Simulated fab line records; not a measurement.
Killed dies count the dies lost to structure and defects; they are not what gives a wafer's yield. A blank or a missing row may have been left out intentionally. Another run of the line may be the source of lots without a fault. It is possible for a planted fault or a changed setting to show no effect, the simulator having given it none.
Which tool was responsible? / flow rit-cmos / 13 lots with 39 wafers sampled at 5 steps, on a route of 202 steps

WHAT THE GAUGES READ, wafer by wafer
RIT_NSD_OVL_MEAS_06.
lot=L551; measured=day 2 22:53; on=overlay-02; NSD_OVL (nm)=-0.7 -0.2 0.5
lot=L553; measured=day 3 08:27; on=overlay-02; NSD_OVL (nm)=-0.3 -0.7 -2.2
lot=L554; measured=day 3 15:22; on=overlay-02; NSD_OVL (nm)=-0.7 -0.6 -1.4
lot=L556; measured=day 4 06:28; on=overlay-02; NSD_OVL (nm)=0.3 -0.6 -0.3
lot=L558; measured=day 4 14:37; on=overlay-01; NSD_OVL (nm)=0.5 -0.7 0.5
lot=L563; measured=day 5 14:16; on=overlay-01; NSD_OVL (nm)=0.7 -0.6 0.5
lot=L564; measured=day 5 17:40; on=overlay-01; NSD_OVL (nm)=2.5 1.9 1.5
lot=L566; measured=day 6 02:57; on=overlay-01; NSD_OVL (nm)=-4.1 -1.9 -2.3
lot=L568; measured=day 6 13:59; on=overlay-01; NSD_OVL (nm)=-0.7 -0.5 -0.6
lot=L569; measured=day 6 18:17; on=overlay-01; NSD_OVL (nm)=-1.2 -1.1 -0.9
lot=L570; measured=day 6 23:53; on=overlay-01; NSD_OVL (nm)=-4.8 -1.9 -2.6
lot=L572; measured=day 7 09:08; on=overlay-02; NSD_OVL (nm)=-2.0 -1.6 -2.0
lot=L573; measured=day 7 14:48; on=overlay-02; NSD_OVL (nm)=1.0 -0.2 0.8

RIT_NSD_TW_MEAS_10.
lot=L551; measured=day 2 23:24; on=film-metro-02; NSD_TW=3096 3096 3089
lot=L553; measured=day 3 08:58; on=film-metro-03; NSD_TW=3171 3167 3159
lot=L554; measured=day 3 15:52; on=film-metro-03; NSD_TW=3187 3179 3183
lot=L556; measured=day 4 06:58; on=film-metro-03; NSD_TW=3176 3169 3186
lot=L558; measured=day 4 15:08; on=film-metro-01; NSD_TW=3069 3076 3067
lot=L563; measured=day 5 14:46; on=film-metro-03; NSD_TW=3151 3172 3186
lot=L564; measured=day 5 18:11; on=film-metro-02; NSD_TW=3118 3102 3097
lot=L566; measured=day 6 03:28; on=film-metro-02; NSD_TW=3102 3104 3132
lot=L568; measured=day 6 14:31; on=film-metro-03; NSD_TW=3183 3157 3172
lot=L569; measured=day 6 18:49; on=film-metro-02; NSD_TW=3108 3093 3119
lot=L570; measured=day 7 00:25; on=film-metro-01; NSD_TW=3102 3098 3093
lot=L572; measured=day 7 09:39; on=film-metro-03; NSD_TW=3164 3161 3156
lot=L573; measured=day 7 15:19; on=film-metro-03; NSD_TW=3149 3165 3170

RIT_SDANNEAL_RS_MEAS_07: measurement is done with a four-point probe.
lot=L551; measured=day 3 01:41; on=film-metro-03; NLDD_RS (ohm/sq)=151.9 152.1 152.1
lot=L553; measured=day 3 11:15; on=film-metro-01; NLDD_RS (ohm/sq)=151.2 151.0 151.2
lot=L554; measured=day 3 18:26; on=film-metro-01; NLDD_RS (ohm/sq)=151.2 152.0 151.9
lot=L556; measured=day 4 09:19; on=film-metro-01; NLDD_RS (ohm/sq)=150.9 150.8 151.2
lot=L558; measured=day 4 17:36; on=film-metro-02; NLDD_RS (ohm/sq)=151.6 151.4 151.6
lot=L563; measured=day 5 17:17; on=film-metro-01; NLDD_RS (ohm/sq)=158.1 157.6 157.9
lot=L564; measured=day 5 20:28; on=film-metro-03; NLDD_RS (ohm/sq)=151.7 151.1 151.3
lot=L566; measured=day 6 05:43; on=film-metro-01; NLDD_RS (ohm/sq)=152.4 152.8 152.3
lot=L568; measured=day 6 16:52; on=film-metro-03; NLDD_RS (ohm/sq)=151.4 152.3 152.0
lot=L569; measured=day 6 21:13; on=film-metro-01; NLDD_RS (ohm/sq)=152.1 152.4 151.6
lot=L570; measured=day 7 02:59; on=film-metro-01; NLDD_RS (ohm/sq)=152.1 151.7 151.4
lot=L572; measured=day 7 12:02; on=film-metro-01; NLDD_RS (ohm/sq)=152.3 152.6 152.1
lot=L573; measured=day 7 17:50; on=film-metro-03; NLDD_RS (ohm/sq)=151.0 151.0 150.7

EACH LOT AND THE TOOL THAT RAN IT (in order: tool; ch and the chambers of the sampled wafers; start)
lot=L551; RIT_NLDD_IMPLANT_08=implanter-02 ch 0, day 2 17:25; RIT_PSD_STRIP_09=plasma-asher-02 ch 0,1, day 3 00:41
lot=L553; RIT_NLDD_IMPLANT_08=implanter-02 ch 0, day 3 03:11; RIT_PSD_STRIP_09=plasma-asher-03 ch 0,1, day 3 10:13
lot=L554; RIT_NLDD_IMPLANT_08=implanter-02 ch 0, day 3 10:05; RIT_PSD_STRIP_09=plasma-asher-04 ch 0,1, day 3 17:14
lot=L556; RIT_NLDD_IMPLANT_08=implanter-03 ch 0, day 4 00:53; RIT_PSD_STRIP_09=plasma-asher-03 ch 0,1, day 4 08:13
lot=L558; RIT_NLDD_IMPLANT_08=implanter-01 ch 0, day 4 09:10; RIT_PSD_STRIP_09=plasma-asher-02 ch 0,1, day 4 16:32
lot=L563; RIT_NLDD_IMPLANT_08=implanter-01 ch 0, day 5 07:10; RIT_PSD_STRIP_09=plasma-asher-03 ch 0,1, day 5 16:15
lot=L564; RIT_NLDD_IMPLANT_08=implanter-03 ch 0, day 5 12:24; RIT_PSD_STRIP_09=plasma-asher-02 ch 0,1, day 5 19:28
lot=L566; RIT_NLDD_IMPLANT_08=implanter-02 ch 0, day 5 21:40; RIT_PSD_STRIP_09=plasma-asher-04 ch 0,1, day 6 04:42
lot=L568; RIT_NLDD_IMPLANT_08=implanter-02 ch 0, day 6 08:32; RIT_PSD_STRIP_09=plasma-asher-02 ch 0,1, day 6 15:48
lot=L569; RIT_NLDD_IMPLANT_08=implanter-03 ch 0, day 6 12:56; RIT_PSD_STRIP_09=plasma-asher-02 ch 0,1, day 6 20:10
lot=L570; RIT_NLDD_IMPLANT_08=implanter-02 ch 0, day 6 18:37; RIT_PSD_STRIP_09=plasma-asher-04 ch 0,1, day 7 01:56
lot=L572; RIT_NLDD_IMPLANT_08=implanter-03 ch 0, day 7 03:58; RIT_PSD_STRIP_09=plasma-asher-02 ch 0,1, day 7 11:01
lot=L573; RIT_NLDD_IMPLANT_08=implanter-03 ch 0, day 7 09:34; RIT_PSD_STRIP_09=plasma-asher-02 ch 0,1, day 7 16:49
- RIT_NLDD_IMPLANT_08
- RIT_PSD_STRIP_09: strips in O2, time 180 s.

WHAT THE TOOLS THEMSELVES READ (means of the sampled wafers that have a number; where no wafer has one, the mark that the record gives instead)
RIT_NLDD_IMPLANT_08.
lot=L551 tool=implanter-02 faraday-current-uA=1599
lot=L553 tool=implanter-02 faraday-current-uA=1600
lot=L554 tool=implanter-02 faraday-current-uA=1540
lot=L556 tool=implanter-03 faraday-current-uA=1584
lot=L558 tool=implanter-01 faraday-current-uA=1547
lot=L563 tool=implanter-01 faraday-current-uA=1604
lot=L564 tool=implanter-03 faraday-current-uA=1581
lot=L566 tool=implanter-02 faraday-current-uA=1581
lot=L568 tool=implanter-02 faraday-current-uA=1572
lot=L569 tool=implanter-03 faraday-current-uA=1556
lot=L570 tool=implanter-02 faraday-current-uA=1576
lot=L572 tool=implanter-03 faraday-current-uA=1589
lot=L573 tool=implanter-03 faraday-current-uA=1565

RIT_PSD_STRIP_09.
lot=L551; tool=plasma-asher-02; drypump-motor-current-A (A)=5.40; o2-flow-sccm (sccm)=4005
lot=L553; tool=plasma-asher-03; drypump-motor-current-A (A)=5.63; o2-flow-sccm (sccm)=4001
lot=L554; tool=plasma-asher-04; drypump-motor-current-A (A)=5.45; o2-flow-sccm (sccm)=3997
lot=L556; tool=plasma-asher-03; drypump-motor-current-A (A)=5.62; o2-flow-sccm (sccm)=3996
lot=L558; tool=plasma-asher-02; drypump-motor-current-A (A)=5.41; o2-flow-sccm (sccm)=4002
lot=L563; tool=plasma-asher-03; drypump-motor-current-A (A)=5.85; o2-flow-sccm (sccm)=4008
lot=L564; tool=plasma-asher-02; drypump-motor-current-A (A)=5.42; o2-flow-sccm (sccm)=3992
lot=L566; tool=plasma-asher-04; drypump-motor-current-A (A)=5.52; o2-flow-sccm (sccm)=3999
lot=L568; tool=plasma-asher-02; drypump-motor-current-A (A)=5.40; o2-flow-sccm (sccm)=4008
lot=L569; tool=plasma-asher-02; drypump-motor-current-A (A)=5.40; o2-flow-sccm (sccm)=4005
lot=L570; tool=plasma-asher-04; drypump-motor-current-A (A)=5.49; o2-flow-sccm (sccm)=3995
lot=L572; tool=plasma-asher-02; drypump-motor-current-A (A)=5.38; o2-flow-sccm (sccm)=4003
lot=L573; tool=plasma-asher-02; drypump-motor-current-A (A)=5.39; o2-flow-sccm (sccm)=3996

THE ANSWER, worked out from the rows above alone
Rule: the lots themselves supply what counts as usual. The widest of any qualifying gaps counts: lots, ordered by their means at a reading, are off when they make up no more than a third of the lots, leave a main group of 4 or more, and stand apart from it by 3 or more times the standard deviation of that group's means. Not used: any main group whose means are identical at the precision the tables above print for the reading. Also off: a lot with no number at a reading for which 4 or more lots have one. Where the step has rows for the other lots, those lots are counted as sound. First the gauges in route order, then the tools' own readings, where a lot's mean is used as printed above. The first step at which some lot is off is used, and at that step the reading that is off furthest; a lot without a number counts as furthest.
Off: L563, at RIT_SDANNEAL_RS_MEAS_07 (NLDD_RS). Mean 151.7 ohm/sq and standard deviation 0.49 in the main group.
A tool fits if, at a process step before that reading, it ran every lot that is off, and no sound lot after the first of them. Those tools and the gauges at RIT_SDANNEAL_RS_MEAS_07 are tried in the same way. 2 tools fit, implanter-01 at RIT_NLDD_IMPLANT_08 and plasma-asher-03 at RIT_PSD_STRIP_09, so this cannot tell which one it is.

WHAT THE SIMULATOR PUT IN
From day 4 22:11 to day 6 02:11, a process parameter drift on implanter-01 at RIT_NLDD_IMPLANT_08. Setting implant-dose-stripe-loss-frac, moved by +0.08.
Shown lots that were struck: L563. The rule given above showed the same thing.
